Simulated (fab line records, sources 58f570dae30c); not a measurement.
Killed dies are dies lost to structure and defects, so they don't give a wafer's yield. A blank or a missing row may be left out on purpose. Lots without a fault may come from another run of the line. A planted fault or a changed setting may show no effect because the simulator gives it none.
Split-lot experiment | flow berkeley_cmos170 | 5 lots, 11 wafers read, on a route of 331 steps

THE SPLIT
At UCB170_SPACER_CVD_00 (deposits SiO2 from TEOS/O2, target thk 376 nm, time 47 s), the setting rf_w was moved away from the recipe's 550 W on 4 of the 11 wafers read, by -11.5% to +7.3%. The other wafers ran this setting at the recipe's value.

FROM THE SPLIT TO THE READING: what the file shows between them, 1 step
- UCB170_SPACER_ANNEAL_02: time 1800 s

THE READING
etch.depth_nm (the simulator's own value, which no gauge read), in nm, at UCB170_SPACER_ETCHBACK_03 (etches SiO2 in CHF3/CF4/Ar, stops on Si, target depth 376 nm, time 100 s). The file gives no usual value for it. The 7 wafers here that ran the recipe average 373.6 nm, standard deviation 3.4 nm.

wafer  | tool, chamber at the split | rf_w as run, W | against the recipe | etch.depth_nm, nm | against lot-mates on the recipe
L078.2 | pecvd-02, 1,2,2            | 578.4          | +5.2%              | 374.5             | no lot-mate on the recipe
L082.1 | pecvd-04, 2,0,0            | 550            | recipe             | 375.9             | -
L082.2 | pecvd-04, 1,2              | 486.8          | -11.5%             | 354.9             | -18.2
L082.3 | pecvd-04, 2,0,0            | 550            | recipe             | 370.4             | -
L083.1 | pecvd-02, 2,2,1            | 550            | recipe             | 368.6             | -
L083.5 | pecvd-02, 1,2              | 489.7          | -11.0%             | 358.8             | -9.8
L084.1 | pecvd-02, 1,1,2            | 550            | recipe             | 371               | -
L084.5 | pecvd-02, 1,1,2            | 550            | recipe             | 379               | -
L084.6 | pecvd-02, 1,1,2            | 550            | recipe             | 374.8             | -
L085.4 | pecvd-04, 1                | 550            | recipe             | 375.8             | -
L085.6 | pecvd-04, 2,0,2            | 590.1          | +7.3%              | 386.4             | +10.6
Where a row lists several chambers, the file gives one row for several wafers and doesn't say which wafer went through which chamber.

THE FIT
A straight line over all 11 wafers: etch.depth_nm changes by +1.42 nm for each +1% of rf_w; r = +0.91; the points scatter about the line by 3.9 nm.
The same after taking each lot's own level away (the mean of its wafers on the recipe; 10 wafers): +1.3 nm for each +1%; r = +0.93; scatter 3.1 nm.
On that fit, the largest move of rf_w shifts the reading by 15 nm.
The lots' own levels span 368.60 to 375.80 nm, that is 2.1 times the standard deviation above.
So the lot-to-lot level changes the slope little: the two slopes agree.
Check: with one of the wafers moved furthest among these (-11.5%) left out of the fit, the line predicts -11.8 nm for it against its lot-mates. It came out at -18.2 nm against them.

THE FILE'S OWN FIT
etch.depth_nm changes by +1.33 nm for each +1% of rf_w, r = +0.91.
